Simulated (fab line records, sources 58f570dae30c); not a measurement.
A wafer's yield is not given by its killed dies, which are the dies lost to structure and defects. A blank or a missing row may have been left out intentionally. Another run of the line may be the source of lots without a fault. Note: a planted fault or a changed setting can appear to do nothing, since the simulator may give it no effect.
Matching of chambers | flow berkeley-cmos170 | rie-diel-04 running UCB170_V2_ETCH_14: 4 sister chambers
The step etches SiO2 in CHF3/CF4/Ar, stops on Al, target depth 1250 nm, time 291 s. 14 wafers are shown with their chamber, then 7 later ones without.

== WAFERS, EACH WITH ITS CHAMBER ==
wafer  | chamber | throttle-valve-pct (%) | oes-product-au (a.u.) | chamber-pressure-mTorr (mTorr)
L130.1 | 0       | 6.99                   | 0.873                 | 199.69
L130.3 | 1       | 7.12                   | 0.881                 | 199.97
L130.5 | 2       | 6.83                   | 0.864                 | 200.09
L134.1 | 3       | 7.14                   | 0.842                 | 199.92
L134.4 | 1       | 7.12                   | 0.883                 | 200.01
L134.5 | 1       | 7.12                   | 0.881                 | 200.17
L141.1 | 2       | 6.84                   | 0.870                 | 200.30
L141.2 | 1       | 7.12                   | 0.886                 | 200.31
L141.6 | 1       | 7.12                   | 0.879                 | 200.26
L143.1 | 1       | 7.11                   | 0.872                 | 200.01
L143.2 | 2       | 6.84                   | 0.867                 | 200.30
L143.4 | 0       | 6.98                   | 0.860                 | 199.99
L148.1 | 3       | 7.12                   | 0.851                 | 199.93
L148.3 | 0       | 6.96                   | 0.858                 | 200.03

SIGNATURES (means of the wafers above)
reading                | chamber 0 | chamber 1 | chamber 2 | chamber 3 | scatter within a chamber
throttle-valve-pct     | 6.9767    | 7.1183    | 6.8367    | 7.1300    | 0.00904
oes-product-au         | 0.86367   | 0.88033   | 0.86700   | 0.84650   | 0.0055
chamber-pressure-mTorr | 199.9033  | 200.1217  | 200.2300  | 199.9250  | 0.143
Rule: for a wafer and a chamber, the distance is found by dividing, reading by reading, the gap between the wafer's reading and the chamber's mean by the reading's scatter, squaring, summing and taking the root. The wafer belongs to the nearest chamber; if the next one is less than 2 further off, it can't be placed. The scatter is the square root of a quotient: the sum, over the shown wafers, of each reading's squared deviation from its chamber's mean, divided by wafers minus chambers.

== WAFERS WITHOUT THEIR CHAMBER ==
wafer  | throttle-valve-pct (%) | oes-product-au (a.u.) | chamber-pressure-mTorr (mTorr)
L148.4 | 6.81                   | 0.862                 | 200.19
L152.3 | 7.12                   | 0.886                 | 199.90
L152.4 | 7.15                   | 0.839                 | 200.04
L152.6 | 7.14                   | 0.839                 | 200.02
L153.2 | 6.97                   | 0.870                 | 200.26
L153.4 | 7.13                   | 0.845                 | 199.79
L153.6 | 7.13                   | 0.837                 | 199.90

== WHICH CHAMBER EACH WENT THROUGH ==
wafer  | from the rows above | in truth
L148.4 | 2                   | 2
L152.3 | 1                   | 1
L152.4 | 3                   | 3
L152.6 | 3                   | 3
L153.2 | 0                   | 0
L153.4 | 3                   | 3
L153.6 | 3                   | 3
7 of 7 placed correctly. From these rows, 0 cannot be placed. Placed wrongly: 0.
